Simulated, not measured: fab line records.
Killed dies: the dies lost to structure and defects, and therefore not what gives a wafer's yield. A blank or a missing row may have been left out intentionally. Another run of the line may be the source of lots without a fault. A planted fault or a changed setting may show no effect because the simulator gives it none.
Which of the tools did it?	flow berkeley_cmos170	13 lots with 37 wafers sampled at 4 steps, on a route of 331 steps

## WHAT THE GAUGES READ, wafer by wafer
UCB170_PLDD_CD_MEAS_06: target cd 1200 nm.
lot	measured	on	cd_nm (nm)
L810	day 7 17:05	cd_sem-01	1200.8 1200.3 1200.1
L812	day 7 16:43	cd_sem-01	1200.9 1199.1 1200.6
L818	day 9 09:47	cd_sem-02	1201.0 1200.7 1200.4
L820	day 9 15:55	cd_sem-02	1198.3 1198.0 1199.8
L821	day 10 00:52	cd_sem-01	1201.2 1201.8 1203.3
L823	day 10 08:59	cd_sem-02	1199.0 1197.7 1197.8
L825	day 10 21:46	cd_sem-02	1198.0 1199.3 1198.0
L828	day 11 13:12	cd_sem-02	1200.4 1199.3 1199.5
L829	day 11 22:22	cd_sem-02	1201.2 1200.2 1201.0
L830	day 11 22:15	cd_sem-02	1201.1 1201.8 1201.4
L832	day 11 22:58	cd_sem-02	1201.3 1199.7 1200.1
L831	day 11 23:03	cd_sem-02	1200.1 1201.5 1201.0

## EACH LOT AND THE TOOL THAT RAN IT (in order: tool; ch and the chambers of the sampled wafers; start)
lot	UCB170_PFIELD_STRIP_08	UCB170_NVT_STRIP_08	UCB170_GATE_ETCH_15
L810	plasma_asher-04 ch 0,1, day 4 22:13	plasma_asher-04 ch 0,1, day 6 19:27	rie_si-02 ch 2,3, day 7 15:17
L812	plasma_asher-02 ch 0,1, day 4 23:07	plasma_asher-04 ch 0,1, day 6 18:49	rie_si-02 ch 0,2,3, day 7 14:58
L813	plasma_asher-01 ch 0, day 5 18:01	plasma_asher-02 ch 1, day 7 10:13	rie_si-02 ch 2, day 8 03:58
L818	plasma_asher-04 ch 0,1, day 6 19:38	plasma_asher-02 ch 0,1, day 8 11:01	rie_si-01 ch 0,1,3, day 9 08:02
L820	plasma_asher-04 ch 0,1, day 7 04:29	plasma_asher-04 ch 1, day 8 20:02	rie_si-01 ch 2,3, day 9 14:22
L821	plasma_asher-02 ch 0,1, day 7 12:00	plasma_asher-02 ch 0, day 9 05:50	rie_si-01 ch 0,1,3, day 9 23:24
L823	plasma_asher-01 ch 0, day 7 22:01	plasma_asher-04 ch 0,1, day 9 14:04	rie_si-01 ch 0,1,3, day 10 07:08
L825	plasma_asher-04 ch 0,1, day 8 09:14	plasma_asher-03 ch 0,1, day 9 22:42	rie_si-01 ch 0,2,3, day 10 19:58
L828	plasma_asher-01 ch 0,1, day 9 06:27	plasma_asher-02 ch 0,1, day 10 19:40	rie_si-02 ch 0,1,2, day 11 11:26
L829	plasma_asher-04 ch 0,1, day 9 13:31	plasma_asher-04 ch 1, day 11 00:25	rie_si-02 ch 0,3, day 11 19:57
L830	plasma_asher-02 ch 0,1, day 9 13:40	plasma_asher-02 ch 0,1, day 11 00:41	rie_si-01 ch 0,1,3, day 11 19:43
L832	plasma_asher-01 ch 0,1, day 9 13:50	plasma_asher-04 ch 0,1, day 11 00:45	rie_si-02 ch 0,1,3, day 11 20:26
L831	plasma_asher-01 ch 0,1, day 9 14:33	plasma_asher-03 ch 0,1, day 11 00:34	rie_si-01 ch 0,1,3, day 11 20:11
- UCB170_PFIELD_STRIP_08: strips in O2.
- UCB170_NVT_STRIP_08: strips in O2.
- UCB170_GATE_ETCH_15: etches poly-Si in HBr/Cl2, stops on SiO2, time 56.3 s, target depth 278.2 nm.

## WHAT THE TOOLS THEMSELVES READ (means of the sampled wafers that have a number; where no wafer has one, the mark that the record gives instead)
UCB170_PFIELD_STRIP_08.
lot	tool	drypump_motor_current_A (A)	oes_product_au (a.u.)	strip_time_to_endpoint_s (s)
L810	plasma_asher-04	5.4	0.734	21.52
L812	plasma_asher-02	6.0	0.736	21.67
L813	plasma_asher-01	6.3	0.739	21.64
L818	plasma_asher-04	5.4	0.734	21.66
L820	plasma_asher-04	5.7	0.735	21.59
L821	plasma_asher-02	6.0	0.737	21.53
L823	plasma_asher-01	6.3	0.729	21.68
L825	plasma_asher-04	5.4	0.730	21.57
L828	plasma_asher-01	6.2	0.738	21.74
L829	plasma_asher-04	5.5	0.733	21.62
L830	plasma_asher-02	5.9	0.733	21.65
L832	plasma_asher-01	6.3	0.735	21.60
L831	plasma_asher-01	6.3	0.736	21.65

UCB170_NVT_STRIP_08.
lot	tool	drypump_motor_current_A (A)	oes_product_au (a.u.)	strip_time_to_endpoint_s (s)
L810	plasma_asher-04	5.7	0.735	21.58
L812	plasma_asher-04	5.6	0.739	21.65
L813	plasma_asher-02	6.2	0.732	21.66
L818	plasma_asher-02	5.9	0.737	21.70
L820	plasma_asher-04	5.2	0.737	21.54
L821	plasma_asher-02	5.7	0.736	21.60
L823	plasma_asher-04	5.6	0.730	21.56
L825	plasma_asher-03	5.5	0.734	21.67
L828	plasma_asher-02	6.0	0.735	21.58
L829	plasma_asher-04	5.2	0.734	21.65
L830	plasma_asher-02	6.0	0.736	21.60
L832	plasma_asher-04	5.7	0.736	21.55
L831	plasma_asher-03	5.5	0.737	21.67

UCB170_GATE_ETCH_15.
lot	tool	drypump_motor_current_A (A)	oes_product_au (a.u.)	run_length_s (s)	throttle_valve_pct (%)
L810	rie_si-02	6.1	0.834	85.0	26.12
L812	rie_si-02	6.1	0.824	84.8	26.38
L813	rie_si-02	6.7	0.970	62.6	26.34
L818	rie_si-01	5.4	0.846	84.9	26.35
L820	rie_si-01	5.7	0.824	85.2	26.08
L821	rie_si-01	5.4	0.837	84.8	26.36
L823	rie_si-01	5.4	0.843	84.6	26.34
L825	rie_si-01	5.4	0.832	85.1	26.24
L828	rie_si-02	6.0	0.821	84.7	26.51
L829	rie_si-02	5.8	0.834	84.5	26.27
L830	rie_si-01	5.4	0.845	84.8	26.39
L832	rie_si-02	5.7	0.823	84.4	26.39
L831	rie_si-01	5.4	0.845	85.0	26.39

## THE ANSWER, worked out from the rows above alone
Rule: what is usual is taken from the lots themselves. Put in order of their means at a reading, lots are off if they are a third of the lots or fewer, leave a main group of 4 or more, and stand apart from it by a gap of 3 or more times the standard deviation of the main group's means; of several such gaps the widest counts. If all means in a main group match to the digits the tables above print for the reading, that group is not used. A lot without any number at a reading at which 4 lots or more have one is off too. The other lots that the step has rows for count as sound. First the gauges in route order, then the tools' own readings, where a lot's mean is used as printed above. At the first step where some lot is off, the reading lying furthest off is the one used; lots without a number count as furthest.
Off at UCB170_GATE_ETCH_15 (run_length_s): L813. The main group: mean 84.8 s, standard deviation 0.23.
If a tool, at that step or one of the process steps before it, ran each lot that is off and ran no sound lot following the first of them, it fits. Of those tried, none fits.

## WHAT THE SIMULATOR PUT IN
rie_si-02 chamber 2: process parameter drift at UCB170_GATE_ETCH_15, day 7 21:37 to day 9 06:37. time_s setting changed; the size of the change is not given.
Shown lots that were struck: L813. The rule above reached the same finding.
